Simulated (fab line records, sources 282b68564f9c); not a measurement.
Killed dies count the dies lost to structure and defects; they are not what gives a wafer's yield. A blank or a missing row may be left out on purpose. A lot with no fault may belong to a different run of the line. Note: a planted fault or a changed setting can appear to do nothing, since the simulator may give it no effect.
Split-lot experiment / flow rit_cmos / 5 lots, 23 wafers read, on a route of 202 steps

## THE SPLIT
At RIT_NLDD_COAT_01 (resist thk 1000 nm), the setting spin_rpm was moved away from the recipe's 3250 rpm on 10 of the 23 wafers read, by -5.6% to +2.6%. The other wafers ran this setting at the recipe's value.

## FROM THE SPLIT TO THE READING: what the file shows between them, 3 steps
- RIT_NLDD_SOFTBAKE_02: time 60 s
- RIT_NLDD_EXPOSE_03: exposes mask M7, target cd 40700 nm
- RIT_NLDD_DEVELOP_05: develop time 50 s

## THE READING
NOVOLAK_of_NLDD_COAT_01.thk_nm (the simulator's own value, which no gauge read), in nm, at RIT_NLDD_HARDBAKE_07 (time 60 s). The file gives no usual value for it. Average 884.6 nm, standard deviation 2.5 nm, over the 13 wafers here run with the recipe.

wafer=L075.1; tool, chamber at the split=litho_track-04, 0; spin_rpm as run, rpm=3250; against the recipe=recipe; NOVOLAK_of_NLDD_COAT_01.thk_nm, nm=887.7; against lot-mates on the recipe=-
wafer=L075.3; tool, chamber at the split=litho_track-04, 0; spin_rpm as run, rpm=3098; against the recipe=-4.7%; NOVOLAK_of_NLDD_COAT_01.thk_nm, nm=910.8; against lot-mates on the recipe=+24.2
wafer=L075.4; tool, chamber at the split=litho_track-04, 0; spin_rpm as run, rpm=3250; against the recipe=recipe; NOVOLAK_of_NLDD_COAT_01.thk_nm, nm=886.2; against lot-mates on the recipe=-
wafer=L075.5; tool, chamber at the split=litho_track-04, 0; spin_rpm as run, rpm=3098; against the recipe=-4.7%; NOVOLAK_of_NLDD_COAT_01.thk_nm, nm=907.7; against lot-mates on the recipe=+21.1
wafer=L075.6; tool, chamber at the split=litho_track-04, 0; spin_rpm as run, rpm=3250; against the recipe=recipe; NOVOLAK_of_NLDD_COAT_01.thk_nm, nm=886; against lot-mates on the recipe=-
wafer=L079.1; tool, chamber at the split=litho_track-02, 0; spin_rpm as run, rpm=3165; against the recipe=-2.6%; NOVOLAK_of_NLDD_COAT_01.thk_nm, nm=894.1; against lot-mates on the recipe=+10.8
wafer=L079.2; tool, chamber at the split=litho_track-02, 0; spin_rpm as run, rpm=3165; against the recipe=-2.6%; NOVOLAK_of_NLDD_COAT_01.thk_nm, nm=894.7; against lot-mates on the recipe=+11.4
wafer=L079.3; tool, chamber at the split=litho_track-02, 0; spin_rpm as run, rpm=3165; against the recipe=-2.6%; NOVOLAK_of_NLDD_COAT_01.thk_nm, nm=895.4; against lot-mates on the recipe=+12.1
wafer=L079.4; tool, chamber at the split=litho_track-02, 0; spin_rpm as run, rpm=3250; against the recipe=recipe; NOVOLAK_of_NLDD_COAT_01.thk_nm, nm=885.4; against lot-mates on the recipe=-
wafer=L079.5; tool, chamber at the split=litho_track-02, 0; spin_rpm as run, rpm=3250; against the recipe=recipe; NOVOLAK_of_NLDD_COAT_01.thk_nm, nm=881.3; against lot-mates on the recipe=-
wafer=L080.2; tool, chamber at the split=litho_track-01, 0; spin_rpm as run, rpm=3068; against the recipe=-5.6%; NOVOLAK_of_NLDD_COAT_01.thk_nm, nm=914.7; against lot-mates on the recipe=+27.8
wafer=L080.3; tool, chamber at the split=litho_track-01, 0; spin_rpm as run, rpm=3068; against the recipe=-5.6%; NOVOLAK_of_NLDD_COAT_01.thk_nm, nm=911.2; against lot-mates on the recipe=+24.3
wafer=L080.4; tool, chamber at the split=litho_track-01, 0; spin_rpm as run, rpm=3250; against the recipe=recipe; NOVOLAK_of_NLDD_COAT_01.thk_nm, nm=887.6; against lot-mates on the recipe=-
wafer=L080.5; tool, chamber at the split=litho_track-01, 0; spin_rpm as run, rpm=3250; against the recipe=recipe; NOVOLAK_of_NLDD_COAT_01.thk_nm, nm=886.3; against lot-mates on the recipe=-
wafer=L080.6; tool, chamber at the split=litho_track-01, 0; spin_rpm as run, rpm=3250; against the recipe=recipe; NOVOLAK_of_NLDD_COAT_01.thk_nm, nm=886.7; against lot-mates on the recipe=-
wafer=L083.1; tool, chamber at the split=litho_track-01, 0; spin_rpm as run, rpm=3250; against the recipe=recipe; NOVOLAK_of_NLDD_COAT_01.thk_nm, nm=882.2; against lot-mates on the recipe=-
wafer=L083.2; tool, chamber at the split=litho_track-01, 0; spin_rpm as run, rpm=3250; against the recipe=recipe; NOVOLAK_of_NLDD_COAT_01.thk_nm, nm=886.1; against lot-mates on the recipe=-
wafer=L083.6; tool, chamber at the split=litho_track-01, 0; spin_rpm as run, rpm=3250; against the recipe=recipe; NOVOLAK_of_NLDD_COAT_01.thk_nm, nm=882.4; against lot-mates on the recipe=-
wafer=L085.1; tool, chamber at the split=litho_track-02, 0; spin_rpm as run, rpm=3334; against the recipe=+2.6%; NOVOLAK_of_NLDD_COAT_01.thk_nm, nm=870.2; against lot-mates on the recipe=-10.9
wafer=L085.2; tool, chamber at the split=litho_track-02, 0; spin_rpm as run, rpm=3250; against the recipe=recipe; NOVOLAK_of_NLDD_COAT_01.thk_nm, nm=881.9; against lot-mates on the recipe=-
wafer=L085.3; tool, chamber at the split=litho_track-02, 0; spin_rpm as run, rpm=3250; against the recipe=recipe; NOVOLAK_of_NLDD_COAT_01.thk_nm, nm=880.3; against lot-mates on the recipe=-
wafer=L085.5; tool, chamber at the split=litho_track-02, 0; spin_rpm as run, rpm=3334; against the recipe=+2.6%; NOVOLAK_of_NLDD_COAT_01.thk_nm, nm=869.9; against lot-mates on the recipe=-11.2
wafer=L085.6; tool, chamber at the split=litho_track-02, 0; spin_rpm as run, rpm=3334; against the recipe=+2.6%; NOVOLAK_of_NLDD_COAT_01.thk_nm, nm=871.7; against lot-mates on the recipe=-9.4

FIT RESULTS
A straight line over all 23 wafers: NOVOLAK_of_NLDD_COAT_01.thk_nm changes by -5.07 nm for each +1% of spin_rpm; r = -0.98; the points scatter about the line by 2.4 nm.
The same after taking each lot's own level away (the mean of its wafers on the recipe; 23 wafers): -4.55 nm for each +1%; r = -0.99; scatter 1.4 nm.
Per that fit: largest spin_rpm move, reading shift of 25 nm.
The lots' own levels span 881.10 to 886.87 nm, that is 2.3 times the standard deviation above.
Thus the slope moves with the lot-to-lot level: the two fits are different.
Check: with one of the wafers moved furthest among these (-5.6%) left out of the fit, the line predicts +25.2 nm for it against its lot-mates. Against them it came out at +27.8 nm.

## ADDITIONAL SPLITS CARRIED BY THESE WAFERS
Other splits were also applied to these wafers ahead of the reading. Each is held against what the fit with the lots' levels taken away leaves over:
other split on the same wafers=RIT_ACTIVE_OXIDATION_01 ox_time_s; wafers away from the commonest value=18; r with NOVOLAK_of_NLDD_COAT_01.thk_nm (lot level and that fit taken away)=+0.12
other split on the same wafers=RIT_ACTIVE_COAT_06 spin_rpm; wafers away from the commonest value=4; r with NOVOLAK_of_NLDD_COAT_01.thk_nm (lot level and that fit taken away)=+0.25
other split on the same wafers=RIT_ACTIVE_ETCH_13 time_s; wafers away from the commonest value=11; r with NOVOLAK_of_NLDD_COAT_01.thk_nm (lot level and that fit taken away)=-0.13
other split on the same wafers=RIT_NWELL_COAT_01 resist_thk_nm; wafers away from the commonest value=4; r with NOVOLAK_of_NLDD_COAT_01.thk_nm (lot level and that fit taken away)=-0.10
other split on the same wafers=RIT_NWELL_IMPLANT_08 dose_cm2; wafers away from the commonest value=8; r with NOVOLAK_of_NLDD_COAT_01.thk_nm (lot level and that fit taken away)=+0.01
other split on the same wafers=RIT_PWELL_IMPLANT_08 dose_cm2; wafers away from the commonest value=11; r with NOVOLAK_of_NLDD_COAT_01.thk_nm (lot level and that fit taken away)=+0.16
other split on the same wafers=RIT_NRETRO_SOFTBAKE_02 temp_c; wafers away from the commonest value=5; r with NOVOLAK_of_NLDD_COAT_01.thk_nm (lot level and that fit taken away)=+0.23
other split on the same wafers=RIT_PRETRO_IMPLANT_08 energy_kev; wafers away from the commonest value=8; r with NOVOLAK_of_NLDD_COAT_01.thk_nm (lot level and that fit taken away)=-0.15
other split on the same wafers=RIT_GATE_COAT_11 resist_thk_nm; wafers away from the commonest value=6; r with NOVOLAK_of_NLDD_COAT_01.thk_nm (lot level and that fit taken away)=-0.04

## THE WHOLE CHAIN: every reading that the file lists as answering this split, in the file's order
step=RIT_NLDD_COAT_01; what it does=resist thk 1000 nm; reading=NOVOLAK_of_NLDD_COAT_01.thk_nm (the simulator's own value, which no gauge read); change (the file's fit)=-5.28 nm for each +1% of the setting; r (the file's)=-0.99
step=RIT_NLDD_HARDBAKE_07; what it does=time 60 s; reading=NOVOLAK_of_NLDD_COAT_01.thk_nm (the simulator's own value, which no gauge read); change (the file's fit)=-4.62 nm for each +1% of the setting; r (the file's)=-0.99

## THE FILE'S OWN FIT
NOVOLAK_of_NLDD_COAT_01.thk_nm changes by -4.62 nm for each +1% of spin_rpm, r = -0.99.
